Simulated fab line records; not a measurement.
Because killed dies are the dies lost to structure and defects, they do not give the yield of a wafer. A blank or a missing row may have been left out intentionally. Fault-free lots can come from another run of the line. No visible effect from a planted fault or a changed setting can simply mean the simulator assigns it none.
Which tool was responsible? || flow rit-cmos || Sampling: 14 lots, 42 wafers, 2 of 202 route steps

WHAT THE GAUGES READ, wafer by wafer
RIT_GATE_THK_MEAS_07.
{"lot": "L983", "measured": "day 2 15:42", "on": "film-metro-04", "GATE_OXIDE_THK (nm)": "2.92 2.93 2.92"}
{"lot": "L984", "measured": "day 2 17:01", "on": "film-metro-03", "GATE_OXIDE_THK (nm)": "2.93 2.93 2.96"}
{"lot": "L988", "measured": "day 3 11:41", "on": "film-metro-04", "GATE_OXIDE_THK (nm)": "3.02 3.03 3.03"}
{"lot": "L989", "measured": "day 3 16:22", "on": "film-metro-03", "GATE_OXIDE_THK (nm)": "2.97 2.92 2.87"}
{"lot": "L990", "measured": "day 4 01:08", "on": "film-metro-03", "GATE_OXIDE_THK (nm)": "3.26 3.39 3.35 3.29 3.28 3.33"}
{"lot": "L994", "measured": "day 4 18:43", "on": "film-metro-02", "GATE_OXIDE_THK (nm)": "3.37 3.30 3.28 3.32 3.28 3.29"}
{"lot": "L997", "measured": "day 5 08:15", "on": "film-metro-02", "GATE_OXIDE_THK (nm)": "2.99 2.98 2.99"}
{"lot": "L998", "measured": "day 5 15:50", "on": "film-metro-03", "GATE_OXIDE_THK (nm)": "3.01 3.13 3.01"}
{"lot": "L999", "measured": "day 6 00:01", "on": "film-metro-02", "GATE_OXIDE_THK (nm)": "3.12 3.04 3.10"}
{"lot": "L100", "measured": "day 6 01:32", "on": "film-metro-02", "GATE_OXIDE_THK (nm)": "2.95 3.03 3.02"}
{"lot": "L101", "measured": "day 6 12:32", "on": "film-metro-02", "GATE_OXIDE_THK (nm)": "3.04 3.11 3.21"}
{"lot": "L103", "measured": "day 6 18:43", "on": "film-metro-03", "GATE_OXIDE_THK (nm)": "3.04 3.02 3.03"}
{"lot": "L104", "measured": "day 7 01:35", "on": "film-metro-03", "GATE_OXIDE_THK (nm)": "3.06 2.97 2.90"}
{"lot": "L106", "measured": "day 7 11:55", "on": "film-metro-02", "GATE_OXIDE_THK (nm)": "3.04 2.99 2.98"}

WHICH TOOL RAN EACH LOT (tool, then ch and the chambers of the sampled wafers, then the start)
{"lot": "L983", "RIT_GATE_OXIDATION_05": "furnace-02 ch 0, day 2 13:03"}
{"lot": "L984", "RIT_GATE_OXIDATION_05": "furnace-02 ch 0, day 2 15:41"}
{"lot": "L988", "RIT_GATE_OXIDATION_05": "furnace-03 ch 0, day 3 10:20"}
{"lot": "L989", "RIT_GATE_OXIDATION_05": "furnace-01 ch 0, day 3 15:03"}
{"lot": "L990", "RIT_GATE_OXIDATION_05": "furnace-03 ch 0, day 3 23:47"}
{"lot": "L994", "RIT_GATE_OXIDATION_05": "furnace-03 ch 0, day 4 17:23"}
{"lot": "L997", "RIT_GATE_OXIDATION_05": "furnace-01 ch 0, day 5 06:55"}
{"lot": "L998", "RIT_GATE_OXIDATION_05": "furnace-01 ch 0, day 5 12:55"}
{"lot": "L999", "RIT_GATE_OXIDATION_05": "furnace-02 ch 0, day 5 20:21"}
{"lot": "L100", "RIT_GATE_OXIDATION_05": "furnace-01 ch 0, day 6 00:01"}
{"lot": "L101", "RIT_GATE_OXIDATION_05": "furnace-02 ch 0, day 6 09:16"}
{"lot": "L103", "RIT_GATE_OXIDATION_05": "furnace-02 ch 0, day 6 17:23"}
{"lot": "L104", "RIT_GATE_OXIDATION_05": "furnace-02 ch 0, day 6 21:34"}
{"lot": "L106", "RIT_GATE_OXIDATION_05": "furnace-02 ch 0, day 7 10:29"}
- RIT_GATE_OXIDATION_05: target thk 3 nm, ox time 270 s.

WHAT THE TOOLS THEMSELVES READ (means of the sampled wafers that have a number; where no wafer has one, the mark that the record gives instead)
The record holds no such reading with a usual standard deviation.

THE ANSWER, worked out from the rows above alone
Rule: the lots themselves supply what counts as usual. Put in order of their means at a reading, lots are off if they are a third of the lots or fewer, leave a main group of 4 or more, and stand apart from it by a gap of 3 or more times the standard deviation of the main group's means; of several such gaps the widest counts. A main group is skipped when, at the precision printed for the reading in the tables above, its means are all equal. Also off: a lot with no number at a reading for which 4 or more lots have one. Where the step has rows for the other lots, those lots are counted as sound. Order of review: gauges by route order, followed by the tools' own readings, for which a lot's mean as printed above is used. The first step at which some lot is off is used, and at that step the reading that is off furthest; a lot without a number counts as furthest.
Off: at RIT_GATE_THK_MEAS_07 (GATE_OXIDE_THK), L990, L994. Mean 3.01 nm and standard deviation 0.059 in the main group.
If a tool, at a process step before that reading, ran all the lots that are off and no sound lot after the first of them, it fits. Those tools and the gauges at RIT_GATE_THK_MEAS_07 are tried in the same way. One fits: furnace-03 at RIT_GATE_OXIDATION_05. Its last sound lot is L988 (day 3 10:20), its first lot that is off L990 (day 3 23:47): a fault that began between those two fits.

WHAT HAD BEEN PUT IN BY THE SIMULATOR
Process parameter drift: furnace-03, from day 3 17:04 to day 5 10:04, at RIT_GATE_OXIDATION_05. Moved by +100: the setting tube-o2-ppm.
Lots struck among those shown: L990, L994. The same result came from the rule above.
